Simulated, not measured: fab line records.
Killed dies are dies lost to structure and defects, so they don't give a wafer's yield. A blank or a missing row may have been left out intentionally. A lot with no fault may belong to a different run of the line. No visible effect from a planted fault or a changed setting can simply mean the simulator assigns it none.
fab line records / flow rit-cmos
record: lots: 5 wafers: 15 last-day: 7
route steps=202 shown PLDD@116 SPACER@125 M1@202
lots that met no fault: from a run of the same line without faults
start-h: hours from the record's first day to the start of the lot's first wafer shown / wait-h: hours from the lot's prior step to this one / " repeats the value in the row above / L1.1+2: a row that stands for several wafers / - no value, or no start was given / * or withheld: withheld / < > ~ a bound
route shown NAME@n: names a module that has steps shown in the file, with the first one's number in the route / usual: mean/standard deviation taken from wafers without a fault / same: alike in all rows / chamber/n: place in a boat / sites: the reading at each site / _std_site: how widely they spread, as a standard deviation / _edge_site: mean of outer sites minus mean of inner sites / radius-mm: for every site, how far away it sits from the centre of the wafer / mask NAME#n: copy n / behind: tool/chamber where the wafer was last shaped / hold: why the lot went on hold/how many hours it stayed there/how the hold came to an end / device: which transistor (n, p or np) failed to switch / end of line: the tests these same wafers got at the end of their route / a step without rows: its recipe alone / killed: dies lost to structure and defects at the first sort, not the wafer's yield / map: per-die view of a wafer (x killed, . not killed, _ where there is no die)
set.NAME: the setting that was run; set.NAME@STEP: the one run at that earlier step / model.NAME: the simulator's own value behind a step, which no gauge read
lots at selected steps of the route; one table per step, one row per wafer
services: when a tool's chamber went out of use (start-h, in hours from the record's first day, below 0 if earlier), for how many hours, and the reason
== steps ==
step: RIT_PLDD_SOFTBAKE_02
recipe: resist: NOVOLAK temp-c: 90 time-s: 60
step: RIT_PLDD_EXPOSE_03
recipe: mask-id: M8 na: 0.57 target-cd-nm: 40900 dose-mj: 250
step: RIT_PLDD_PEB_04
recipe: resist: NOVOLAK temp-c: withheld time-s: withheld
step: RIT_PLDD_DEVELOP_05
recipe: resist: NOVOLAK develop-time-s: 50 dev-temp-c: 23
step: RIT_PLDD_OVL_MEAS_06
usual: PLDD_OVL: 0.2/1.6
lot.wafer=L763.4 tool=overlay-01 chamber=- start-h=65.12 wait-h=- PLDD_OVL[nm]=1.8
lot.wafer=L763.5 tool=overlay-01 chamber=- start-h=65.12 wait-h=- PLDD_OVL[nm]=0.2
lot.wafer=L763.6 tool=overlay-01 chamber=- start-h=65.12 wait-h=- PLDD_OVL[nm]=1.0
lot.wafer=L764.2 tool=overlay-01 chamber=- start-h=73.23 wait-h=- PLDD_OVL[nm]=0.2
lot.wafer=L764.3 tool=overlay-01 chamber=- start-h=73.23 wait-h=- PLDD_OVL[nm]=-0.7
lot.wafer=L764.6 tool=overlay-01 chamber=- start-h=73.23 wait-h=- PLDD_OVL[nm]=1.7
lot.wafer=L766.1 tool=overlay-01 chamber=- start-h=77.61 wait-h=- PLDD_OVL[nm]=-1.2
lot.wafer=L766.2 tool=overlay-01 chamber=- start-h=77.61 wait-h=- PLDD_OVL[nm]=-0.8
lot.wafer=L766.6 tool=overlay-01 chamber=- start-h=77.61 wait-h=- PLDD_OVL[nm]=-1.7
lot.wafer=L774.2 tool=overlay-02 chamber=- start-h=120.76 wait-h=- PLDD_OVL[nm]=-1.8
lot.wafer=L774.4 tool=overlay-02 chamber=- start-h=120.76 wait-h=- PLDD_OVL[nm]=-1.1
lot.wafer=L774.5 tool=overlay-02 chamber=- start-h=120.76 wait-h=- PLDD_OVL[nm]=-1.5
lot.wafer=L781.1 tool=overlay-01 chamber=- start-h=153.75 wait-h=- PLDD_OVL[nm]=-1.5
lot.wafer=L781.3 tool=overlay-01 chamber=- start-h=153.75 wait-h=- PLDD_OVL[nm]=0.2
lot.wafer=L781.4 tool=overlay-01 chamber=- start-h=153.75 wait-h=- PLDD_OVL[nm]=0.9
step: RIT_PLDD_HARDBAKE_07
recipe: resist: NOVOLAK temp-c: 140 time-s: 60
step: RIT_PLDD_IMPLANT_08
recipe: species: BF2 energy-kev: 19.64 dose-cm2: 9e+14 tilt-deg: 7
step: RIT_PLDD_STRIP_09
recipe: chemistry: O2 time-s: 180 resist: NOVOLAK platen-temp-c: withheld power-w: 500 pressure-mtorr: 4000 o2-flow-sccm: 4000
usual: drypump-motor-current-A: 5.7/0.47
lot.wafer=L763.4 tool=plasma-asher-01 chamber=0 start-h=65.50 wait-h=0.1 drypump-motor-current-A=6.0 rf-hours-counter-h=-
lot.wafer=L763.5 tool=plasma-asher-01 chamber=1 start-h=65.50 wait-h=0.1 drypump-motor-current-A=5.7 rf-hours-counter-h=-
lot.wafer=L763.6 tool=plasma-asher-01 chamber=0 start-h=65.50 wait-h=0.1 drypump-motor-current-A=6.0 rf-hours-counter-h=-
lot.wafer=L764.2 tool=plasma-asher-01 chamber=1 start-h=73.56 wait-h=0.1 drypump-motor-current-A=5.7 rf-hours-counter-h=37
lot.wafer=L764.3 tool=plasma-asher-01 chamber=0 start-h=73.56 wait-h=0.1 drypump-motor-current-A=5.9 rf-hours-counter-h=-
lot.wafer=L764.6 tool=plasma-asher-01 chamber=0 start-h=73.56 wait-h=0.1 drypump-motor-current-A=6.0 rf-hours-counter-h=-
lot.wafer=L766.1 tool=plasma-asher-03 chamber=1 start-h=77.95 wait-h=0.1 drypump-motor-current-A=5.1 rf-hours-counter-h=29
lot.wafer=L766.2 tool=plasma-asher-03 chamber=0 start-h=77.95 wait-h=0.1 drypump-motor-current-A=5.2 rf-hours-counter-h=29
lot.wafer=L766.6 tool=plasma-asher-03 chamber=0 start-h=77.95 wait-h=0.1 drypump-motor-current-A=5.2 rf-hours-counter-h=-
lot.wafer=L774.2 tool=plasma-asher-01 chamber=0 start-h=121.09 wait-h=0.1 drypump-motor-current-A=5.9 rf-hours-counter-h=42
lot.wafer=L774.4 tool=plasma-asher-01 chamber=0 start-h=121.09 wait-h=0.1 drypump-motor-current-A=6.0 rf-hours-counter-h=-
lot.wafer=L774.5 tool=plasma-asher-01 chamber=1 start-h=121.09 wait-h=0.1 drypump-motor-current-A=5.7 rf-hours-counter-h=-
lot.wafer=L781.1 tool=plasma-asher-03 chamber=0 start-h=154.09 wait-h=0.1 drypump-motor-current-A=5.2 rf-hours-counter-h=37
lot.wafer=L781.3 tool=plasma-asher-03 chamber=1 start-h=154.09 wait-h=0.1 drypump-motor-current-A=5.1 rf-hours-counter-h=-
lot.wafer=L781.4 tool=plasma-asher-03 chamber=0 start-h=154.09 wait-h=0.1 drypump-motor-current-A=5.2 rf-hours-counter-h=-
step: RIT_PLDD_TW_MEAS_10
usual: PLDD_TW: 2337/21
lot.wafer=L763.4 tool=film-metro-03 chamber=- start-h=65.65 wait-h=0.1 PLDD_TW=2354
lot.wafer=L763.5 tool=film-metro-03 chamber=- start-h=65.65 wait-h=0.1 PLDD_TW=2351
lot.wafer=L763.6 tool=film-metro-03 chamber=- start-h=65.65 wait-h=0.1 PLDD_TW=2352
lot.wafer=L764.2 tool=film-metro-03 chamber=- start-h=73.75 wait-h=0.1 PLDD_TW=2372
lot.wafer=L764.3 tool=film-metro-03 chamber=- start-h=73.75 wait-h=0.1 PLDD_TW=2360
lot.wafer=L764.6 tool=film-metro-03 chamber=- start-h=73.75 wait-h=0.1 PLDD_TW=2369
lot.wafer=L766.1 tool=film-metro-02 chamber=- start-h=78.12 wait-h=0.1 PLDD_TW=2338
lot.wafer=L766.2 tool=film-metro-02 chamber=- start-h=78.12 wait-h=0.1 PLDD_TW=2325
lot.wafer=L766.6 tool=film-metro-02 chamber=- start-h=78.12 wait-h=0.1 PLDD_TW=2331
lot.wafer=L774.2 tool=film-metro-03 chamber=- start-h=121.27 wait-h=0.1 PLDD_TW=2365
lot.wafer=L774.4 tool=film-metro-03 chamber=- start-h=121.27 wait-h=0.1 PLDD_TW=2371
lot.wafer=L774.5 tool=film-metro-03 chamber=- start-h=121.27 wait-h=0.1 PLDD_TW=2374
lot.wafer=L781.1 tool=film-metro-04 chamber=- start-h=154.26 wait-h=0.1 PLDD_TW=2296
lot.wafer=L781.3 tool=film-metro-04 chamber=- start-h=154.26 wait-h=0.1 PLDD_TW=2295
lot.wafer=L781.4 tool=film-metro-04 chamber=- start-h=154.26 wait-h=0.1 PLDD_TW=2294
step: RIT_SPACER_CLEAN_00
recipe: chemistry: SC1 mix: 3:3:50 time-s: 600 temp-c: 75
step: RIT_SPACER_CLEAN_01
recipe: chemistry: dHF dilution: 50:1 time-s: 30
step: RIT_SPACER_CLEAN_02
recipe: chemistry: SC2 mix: 3:3:50 time-s: 600 temp-c: 75 dry: n2-spin
step: RIT_SPACER_CVD_03
recipe: material: Si3N4 target-thk-nm: 250 temp-c: 810 precursor: SiH2Cl2/NH3 time-s: 3300 pressure-mtorr: 300 sih2cl2-flow-sccm: 60 nh3-flow-sccm: 150
usual: zone-power-source-pct: 20.2/1
lot.wafer=L763.4 tool=lpcvd-01 chamber=0 start-h=66.04 wait-h=0.0 zone-power-source-pct=19.0 model.Si3N4_of_SPACER_CVD_03.thk-nm=248.6
lot.wafer=L763.5 tool=lpcvd-01 chamber=0 start-h=66.04 wait-h=0.0 zone-power-source-pct=19.1 model.Si3N4_of_SPACER_CVD_03.thk-nm=251.3
lot.wafer=L763.6 tool=lpcvd-01 chamber=0 start-h=66.04 wait-h=0.0 zone-power-source-pct=19.2 model.Si3N4_of_SPACER_CVD_03.thk-nm=249.2
lot.wafer=L764.2 tool=lpcvd-01 chamber=0 start-h=74.17 wait-h=0.0 zone-power-source-pct=19.3 model.Si3N4_of_SPACER_CVD_03.thk-nm=249.3
lot.wafer=L764.3 tool=lpcvd-01 chamber=0 start-h=74.17 wait-h=0.0 zone-power-source-pct=19.1 model.Si3N4_of_SPACER_CVD_03.thk-nm=249.9
lot.wafer=L764.6 tool=lpcvd-01 chamber=0 start-h=74.17 wait-h=0.0 zone-power-source-pct=19.4 model.Si3N4_of_SPACER_CVD_03.thk-nm=247.8
lot.wafer=L766.1 tool=lpcvd-01 chamber=0 start-h=78.57 wait-h=0.0 zone-power-source-pct=19.4 model.Si3N4_of_SPACER_CVD_03.thk-nm=359.4
lot.wafer=L766.2 tool=lpcvd-01 chamber=0 start-h=78.57 wait-h=0.0 zone-power-source-pct=19.5 model.Si3N4_of_SPACER_CVD_03.thk-nm=362.3
lot.wafer=L766.6 tool=lpcvd-01 chamber=0 start-h=78.57 wait-h=0.0 zone-power-source-pct=19.3 model.Si3N4_of_SPACER_CVD_03.thk-nm=361.1
lot.wafer=L774.2 tool=lpcvd-02 chamber=0 start-h=121.69 wait-h=0.0 zone-power-source-pct=21.6 model.Si3N4_of_SPACER_CVD_03.thk-nm=249.4
lot.wafer=L774.4 tool=lpcvd-02 chamber=0 start-h=121.69 wait-h=0.0 zone-power-source-pct=21.7 model.Si3N4_of_SPACER_CVD_03.thk-nm=247.9
lot.wafer=L774.5 tool=lpcvd-02 chamber=0 start-h=121.69 wait-h=0.0 zone-power-source-pct=21.4 model.Si3N4_of_SPACER_CVD_03.thk-nm=248.5
lot.wafer=L781.1 tool=lpcvd-02 chamber=0 start-h=154.69 wait-h=0.0 zone-power-source-pct=21.4 model.Si3N4_of_SPACER_CVD_03.thk-nm=250.9
lot.wafer=L781.3 tool=lpcvd-02 chamber=0 start-h=154.69 wait-h=0.0 zone-power-source-pct=22.1 model.Si3N4_of_SPACER_CVD_03.thk-nm=248.1
lot.wafer=L781.4 tool=lpcvd-02 chamber=0 start-h=154.69 wait-h=0.0 zone-power-source-pct=21.9 model.Si3N4_of_SPACER_CVD_03.thk-nm=249.5
step: RIT_SPACER_THK_MEAS_04
recipe: reads: Si3N4_of_SPACER_CVD_03
usual: SPACER_NITRIDE_THK: 250.3/2.4
lot.wafer=L763.4 tool=film-metro-01 chamber=- start-h=67.99 wait-h=0.0 SPACER_NITRIDE_THK[nm]=248.4
lot.wafer=L763.5 tool=film-metro-01 chamber=- start-h=67.99 wait-h=0.0 SPACER_NITRIDE_THK[nm]=251.1
lot.wafer=L763.6 tool=film-metro-01 chamber=- start-h=67.99 wait-h=0.0 SPACER_NITRIDE_THK[nm]=249.1
lot.wafer=L764.2 tool=film-metro-03 chamber=- start-h=76.09 wait-h=0.0 SPACER_NITRIDE_THK[nm]=249.3
lot.wafer=L764.3 tool=film-metro-03 chamber=- start-h=76.09 wait-h=0.0 SPACER_NITRIDE_THK[nm]=250.1
lot.wafer=L764.6 tool=film-metro-03 chamber=- start-h=76.09 wait-h=0.0 SPACER_NITRIDE_THK[nm]=247.8
lot.wafer=L766.1 tool=film-metro-01 chamber=- start-h=80.48 wait-h=0.0 SPACER_NITRIDE_THK[nm]=359.4
lot.wafer=L766.2 tool=film-metro-01 chamber=- start-h=80.48 wait-h=0.0 SPACER_NITRIDE_THK[nm]=362.5
lot.wafer=L766.6 tool=film-metro-01 chamber=- start-h=80.48 wait-h=0.0 SPACER_NITRIDE_THK[nm]=361.3
lot.wafer=L774.2 tool=film-metro-03 chamber=- start-h=123.62 wait-h=0.0 SPACER_NITRIDE_THK[nm]=249.4
lot.wafer=L774.4 tool=film-metro-03 chamber=- start-h=123.62 wait-h=0.0 SPACER_NITRIDE_THK[nm]=247.8
lot.wafer=L774.5 tool=film-metro-03 chamber=- start-h=123.62 wait-h=0.0 SPACER_NITRIDE_THK[nm]=248.5
lot.wafer=L781.1 tool=film-metro-01 chamber=- start-h=156.61 wait-h=0.0 SPACER_NITRIDE_THK[nm]=250.8
lot.wafer=L781.3 tool=film-metro-01 chamber=- start-h=156.61 wait-h=0.0 SPACER_NITRIDE_THK[nm]=248.0
lot.wafer=L781.4 tool=film-metro-01 chamber=- start-h=156.61 wait-h=0.0 SPACER_NITRIDE_THK[nm]=249.5
step: RIT_SPACER_ETCHBACK_05
recipe: target-depth-a: 2500 SF6_flow_sccm: 30 CHF3_flow_sccm: 30 target: Si3N4 chemistry: SF6/CHF3 pressure-mtorr: 40 rf-w: 250 time-s: 240 stop-on: SiO2
usual: CHF3_flow_sccm: 30.00/0.083 drypump-motor-current-A: 5.7/0.52 oes-product-au: 0.844/0.013 throttle-valve-pct: 10.20/0.12
lot.wafer=L763.4 tool=rie-diel-02 chamber=0 start-h=68.02 wait-h=0.0 CHF3_flow_sccm=30.12 drypump-motor-current-A=5.4 oes-product-au=0.838 rf-hours-counter-h=129 throttle-valve-pct=10.33 model.Si3N4_of_SPACER_CVD_03.thk-nm=194.6 model.etch.depth-nm=248.6
lot.wafer=L763.5 tool=rie-diel-02 chamber=2 start-h=68.02 wait-h=0.0 CHF3_flow_sccm=29.99 drypump-motor-current-A=5.8 oes-product-au=0.849 rf-hours-counter-h=- throttle-valve-pct=10.46 model.Si3N4_of_SPACER_CVD_03.thk-nm=197.5 model.etch.depth-nm=251.3
lot.wafer=L763.6 tool=rie-diel-02 chamber=1 start-h=68.02 wait-h=0.0 CHF3_flow_sccm=30.11 drypump-motor-current-A=5.6 oes-product-au=0.843 rf-hours-counter-h=- throttle-valve-pct=10.14 model.Si3N4_of_SPACER_CVD_03.thk-nm=193.9 model.etch.depth-nm=249.2
lot.wafer=L764.2 tool=rie-diel-04 chamber=3 start-h=76.14 wait-h=0.0 CHF3_flow_sccm=30.02 drypump-motor-current-A=5.7 oes-product-au=0.845 rf-hours-counter-h=2 throttle-valve-pct=10.35 model.Si3N4_of_SPACER_CVD_03.thk-nm=194.8 model.etch.depth-nm=249.3
lot.wafer=L764.3 tool=rie-diel-04 chamber=0 start-h=76.14 wait-h=0.0 CHF3_flow_sccm=30.00 drypump-motor-current-A=5.3 oes-product-au=0.851 rf-hours-counter-h=54 throttle-valve-pct=10.11 model.Si3N4_of_SPACER_CVD_03.thk-nm=196 model.etch.depth-nm=249.9
lot.wafer=L764.6 tool=rie-diel-04 chamber=1 start-h=76.14 wait-h=0.0 CHF3_flow_sccm=30.02 drypump-motor-current-A=6.8 oes-product-au=0.840 rf-hours-counter-h=- throttle-valve-pct=10.31 model.Si3N4_of_SPACER_CVD_03.thk-nm=195.2 model.etch.depth-nm=247.8
lot.wafer=L766.1 tool=rie-diel-03 chamber=3 start-h=80.54 wait-h=0.1 CHF3_flow_sccm=30.16 drypump-motor-current-A=5.1 oes-product-au=0.991 rf-hours-counter-h=57 throttle-valve-pct=10.24 model.Si3N4_of_SPACER_CVD_03.thk-nm=284 model.etch.depth-nm=303.5
lot.wafer=L766.2 tool=rie-diel-03 chamber=1 start-h=80.54 wait-h=0.1 CHF3_flow_sccm=29.85 drypump-motor-current-A=5.6 oes-product-au=1.004 rf-hours-counter-h=162 throttle-valve-pct=10.26 model.Si3N4_of_SPACER_CVD_03.thk-nm=284.9 model.etch.depth-nm=308.9
lot.wafer=L766.6 tool=rie-diel-03 chamber=1 start-h=80.54 wait-h=0.1 CHF3_flow_sccm=30.01 drypump-motor-current-A=5.6 oes-product-au=1.020 rf-hours-counter-h=- throttle-valve-pct=10.26 model.Si3N4_of_SPACER_CVD_03.thk-nm=283.1 model.etch.depth-nm=312.6
lot.wafer=L774.2 tool=rie-diel-03 chamber=2 start-h=123.67 wait-h=0.0 CHF3_flow_sccm=29.96 drypump-motor-current-A=5.2 oes-product-au=0.849 rf-hours-counter-h=113 throttle-valve-pct=10.12 model.Si3N4_of_SPACER_CVD_03.thk-nm=196.2 model.etch.depth-nm=249.4
lot.wafer=L774.4 tool=rie-diel-03 chamber=1 start-h=123.67 wait-h=0.0 CHF3_flow_sccm=30.17 drypump-motor-current-A=5.6 oes-product-au=0.816 rf-hours-counter-h=0 throttle-valve-pct=10.22 model.Si3N4_of_SPACER_CVD_03.thk-nm=195.2 model.etch.depth-nm=247.9
lot.wafer=L774.5 tool=rie-diel-03 chamber=0 start-h=123.67 wait-h=0.0 CHF3_flow_sccm=29.97 drypump-motor-current-A=5.2 oes-product-au=0.849 rf-hours-counter-h=- throttle-valve-pct=10.19 model.Si3N4_of_SPACER_CVD_03.thk-nm=195.2 model.etch.depth-nm=248.5
lot.wafer=L781.1 tool=rie-diel-02 chamber=1 start-h=156.67 wait-h=0.1 CHF3_flow_sccm=30.13 drypump-motor-current-A=5.7 oes-product-au=0.846 rf-hours-counter-h=5 throttle-valve-pct=10.16 model.Si3N4_of_SPACER_CVD_03.thk-nm=195.2 model.etch.depth-nm=250.9
lot.wafer=L781.3 tool=rie-diel-02 chamber=0 start-h=156.67 wait-h=0.1 CHF3_flow_sccm=29.99 drypump-motor-current-A=5.4 oes-product-au=0.846 rf-hours-counter-h=130 throttle-valve-pct=10.32 model.Si3N4_of_SPACER_CVD_03.thk-nm=193.9 model.etch.depth-nm=248.1
lot.wafer=L781.4 tool=rie-diel-02 chamber=2 start-h=156.67 wait-h=0.1 CHF3_flow_sccm=30.03 drypump-motor-current-A=5.7 oes-product-au=0.853 rf-hours-counter-h=120 throttle-valve-pct=10.47 model.Si3N4_of_SPACER_CVD_03.thk-nm=196.1 model.etch.depth-nm=249.5
step: RIT_M1_PROBE_99
usual: killed-at-contacts: 0.1/0.23 killed-at-front-end: 6.6/2.8 killed-dies: 6.6/2.8 killed-on-rim: 1.8/1.4 killed-open: 3.3/2 killed-short: 3.2/1.7
same: gross-dies: 264 killed_at_M0_to_M3: 0 killed_at_M4_up: 0 killed-at-back-side: 0 killed-at-other: 0
lot.wafer=L763.4 tool=prober-01 chamber=- start-h=79.83 wait-h=0.2 killed-at-contacts=0 killed-at-front-end=3 killed-dies=3 killed-on-rim=1 killed-open=1 killed-short=2
lot.wafer=L763.5 tool=prober-01 chamber=- start-h=79.88 wait-h=0.2 killed-at-contacts=0 killed-at-front-end=4 killed-dies=4 killed-on-rim=3 killed-open=3 killed-short=1
lot.wafer=L763.6 tool=prober-01 chamber=- start-h=79.93 wait-h=0.2 killed-at-contacts=0 killed-at-front-end=10 killed-dies=10 killed-on-rim=5 killed-open=5 killed-short=5
lot.wafer=L766.1 tool=prober-02 chamber=- start-h=91.75 wait-h=0.1 killed-at-contacts=0 killed-at-front-end=264 killed-dies=264 killed-on-rim=70 killed-open=7 killed-short=2
lot.wafer=L766.2 tool=prober-02 chamber=- start-h=91.80 wait-h=0.1 killed-at-contacts=0 killed-at-front-end=264 killed-dies=264 killed-on-rim=70 killed-open=7 killed-short=4
lot.wafer=L766.6 tool=prober-02 chamber=- start-h=92.00 wait-h=0.2 killed-at-contacts=0 killed-at-front-end=264 killed-dies=264 killed-on-rim=70 killed-open=5 killed-short=4
killed by level:class
L763.4 FOX2:geometric-particle:short=1 FOX2:geometric-particle:open=1 SILICIDE:geometric-particle:short=1
L763.5 FOX1:geometric-particle:open=1 GATE:geometric-particle:open=1 REOX:geometric-particle:short=1 SILICIDE:geometric-particle:open=1
L763.6 GATE:geometric-particle:short=3 REOX:geometric-particle:open=2 FOX1:geometric-particle:short=1 FOX2:geometric-particle:open=1 GATE:geometric-particle:open=1 SPACER:geometric-particle:open=1 SPACER:geometric-particle:short=1
L766.1 SPACER:area-etchback=255 FOX2:geometric-particle:open=3 FOX1:geometric-particle:open=2 GATE:geometric-particle:open=2 FOX1:geometric-particle:short=1 SPACER:geometric-particle:short=1
L766.2 SPACER:area-etchback=253 GATE:geometric-particle:open=5 FOX1:geometric-particle:short=2 FOX1:geometric-particle:open=2 GATE:geometric-particle:short=1 REOX:geometric-particle:short=1
L766.6 SPACER:area-etchback=255 FOX1:geometric-particle:open=3 FOX1:geometric-particle:short=1 GATE:geometric-particle:open=1 REOX:geometric-particle:short=1 REOX:geometric-particle:open=1 SPACER:geometric-particle:short=1 SILICIDE:geometric-particle:short=1
map L766.1 (x killed, . not)
________xxxxxxx_______
_____xxxxxxxxxxxxx____
____xxxxxxxxxxxxxxx___
___xxxxxxxxxxxxxxxxx__
__xxxxxxxxxxxxxxxxxxx_
__xxxxxxxxxxxxxxxxxxx_
_xxxxxxxxxxxxxxxxxxxxx
_xxxxxxxxxxxxxxxxxxxxx
_xxxxxxxxxxxxxxxxxxxxx
_xxxxxxxxxxxxxxxxxxxxx
__xxxxxxxxxxxxxxxxxxx_
__xxxxxxxxxxxxxxxxxxx_
___xxxxxxxxxxxxxxxxx__
____xxxxxxxxxxxxxxx___
_____xxxxxxxxxxxxx____
________xxxxxxx_______
map L764.6 (x killed, . not)
________......._______
_____.x...........____
____...............___
___.................__
__..................._
__..................._
_.....................
_........x.....x......
_...........x.....x...
_............x........
__.........x.......x._
__.........x........._
___...x.............__
____..x...........x___
_____..x..........____
________......._______
== services ==
tool=rie-diel-03 chamber=3 start-h=52.52 hours=4.3 kind=repair
tool=plasma-asher-03 chamber=- start-h=52.89 hours=14.6 kind=pm
tool=rie-diel-02 chamber=0 start-h=81.92 hours=9.5 kind=repair
tool=rie-diel-03 chamber=1 start-h=85.17 hours=- kind=clean
tool=rie-diel-03 chamber=1 start-h=85.17 hours=20.9 kind=scheduled-down
tool=rie-diel-03 chamber=1 start-h=85.17 hours=20.9 kind=vent-cycle
tool=rie-diel-04 chamber=2 start-h=87.08 hours=5.0 kind=repair
tool=plasma-asher-01 chamber=- start-h=134.42 hours=1.8 kind=repair
== key ==
first-sign: step: RIT_SPACER_THK_MEAS_04 reading: SPACER_NITRIDE_THK direction: up sigmas: 46 usual: 250.3 struck: 361.1
effect: step: RIT_SPACER_ETCHBACK_05 reading: oes-product-au direction: up sigmas: 12 usual: 0.844 struck: 1.005
effect: step: RIT_M1_PROBE_99 reading: killed-at-front-end direction: up sigmas: 92 usual: 6.6 struck: 264
model-effect: step: RIT_SPACER_CVD_03 value: Si3N4_of_SPACER_CVD_03.thk-nm without: 250.3 struck: 360.9
model-effect: step: RIT_SPACER_ETCHBACK_05 value: Si3N4_of_SPACER_CVD_03.thk-nm without: 196.9 struck: 284
more-kills-born-at: RIT_SPACER_ETCHBACK_05@rie-diel-03: 763
met-at RIT_SPACER_CVD_03
struck-wafers L766.1,L766.2,L766.6
later-rows-left-out L766.1,L766.2,L766.6
tester-left-out L766
onset-between 74.17 78.57
fault: kind: process-parameter-drift tool: lpcvd-01 chamber: 0 onset-h: 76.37 steps: RIT_SPACER_CVD_03 channel: target-thk-nm offset: 110.63 shape: step end-h: 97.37 acts-in: these-recipes-only stated: 250
tester-left-out: of these lots the tester's yield and bins aren't shown, on N5 and GAA mostly nor the transistor test; their killed dies are dies lost to structure and defects alone, not to doping, threshold or leakage, so they don't give the yield
later-rows-left-out: the simulator's readings of these wafers behind a module that went badly wrong aren't trusted and aren't shown, but for the sort
